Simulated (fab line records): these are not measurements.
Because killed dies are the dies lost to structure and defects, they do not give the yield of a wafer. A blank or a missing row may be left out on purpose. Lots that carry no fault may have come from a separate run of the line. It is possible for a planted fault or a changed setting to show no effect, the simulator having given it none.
Code-filled problem report in 8D (eight disciplines) form + flow ritCmos + the parts of the form that need people (team, actions taken, sign-off) are left out

== 1. PROBLEM STATEMENT ==
Wafers without a fault read 6.5 with a standard deviation of 2.9, while killedAtFrontEnd at RIT_M1_PROBE_99 averages 49.3 across 3 wafers of 1 lot. That is +15 standard deviations from the usual mean.
The first sign was on wafer L122.1 at day 7 03:11, on prober-01. The record holds 18 wafers of 6 lots with a number at this step. Rule for "out", or "out of limits": more than 4 standard deviations from the usual mean. The other wafers with a number count as sound.

== 2. WHAT IT IS, AND WHAT IT ISN'T ==
| question                    | is                                        | is not                                                              |
|-----------------------------|-------------------------------------------|---------------------------------------------------------------------|
| which readings at this step | killedAtFrontEnd, killedDies, killedOnRim | killedAtContacts, killedOpen, killedShort                           |
| which lots                  | L122                                      | L107, L113, L118, L120, L124                                        |
| which wafers of those lots  | all that have a number                    | -                                                                   |
| read on which tools         | prober-01                                 | prober-02                                                           |
| when                        | from day 7 03:11                          | up to then (12 sound wafers); but 3 sound wafers of L124 came after |

== 3. WHAT RULES OUT EACH SUSPECT ==
Counting: a tool stays on the suspect list if, at a process step up to the reading, it processed all lots that are out and no sound lot following the first of them.
- wetBench-03 at RIT_SPACER_CLEAN_01 (cleans in dHF, time 28.79 s): kept. It ran the lot that is out, L122 (day 6 10:25), and no sound lot after that; its last sound lot up to then is L118 (day 5 07:23).
- prober-01 at RIT_M1_PROBE_99: ruled out as a lasting fault. After its first lot that is out, L122 (day 7 03:11), sound lots L124 ran on it.
Remaining after the count: wetBench-03 at RIT_SPACER_CLEAN_01.

== 4. THE CAUSE (what the simulator had put in) ==
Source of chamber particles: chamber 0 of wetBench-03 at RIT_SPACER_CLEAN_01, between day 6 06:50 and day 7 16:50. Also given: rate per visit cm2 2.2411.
Only this tool survived the counting.

== 5. SEQUENCE OF EFFECTS, ordered by route ==
One row per reading whose mean, taken over the struck wafers that have a number, lies over 3 standard deviations from the usual. Readings are gone through only where the record gives a usual standard deviation; hours: the median, over the lots, of the time from a lot's start at the first step in this table giving one to that lot's start at this step; sigmas: the change measured in usual standard deviations.
| hours | step            | reading          | usual | on struck wafers | change | sigmas |
|-------|-----------------|------------------|-------|------------------|--------|--------|
| 0     | RIT_M1_PROBE_99 | killedAtFrontEnd | 6.5   | 49.3             | +42.8  | +15    |
| 0     | RIT_M1_PROBE_99 | killedDies       | 6.6   | 49.3             | +42.7  | +14    |
| 0     | RIT_M1_PROBE_99 | killedOnRim      | 1.6   | 9.7              | +8.1   | +6.2   |
Process steps it contains:
- RIT_M1_PROBE_99

== 6. WHAT WOULD HAVE CAUGHT IT SOONER ==
First out-of-limits reading in this record: day 7 03:11, which is 20 hours after fault onset at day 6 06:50.
All the lots that are out (1) had begun RIT_SPACER_CLEAN_01 on wetBench-03 by day 7 03:11. A hold on the tool at that time would have spared none of them.
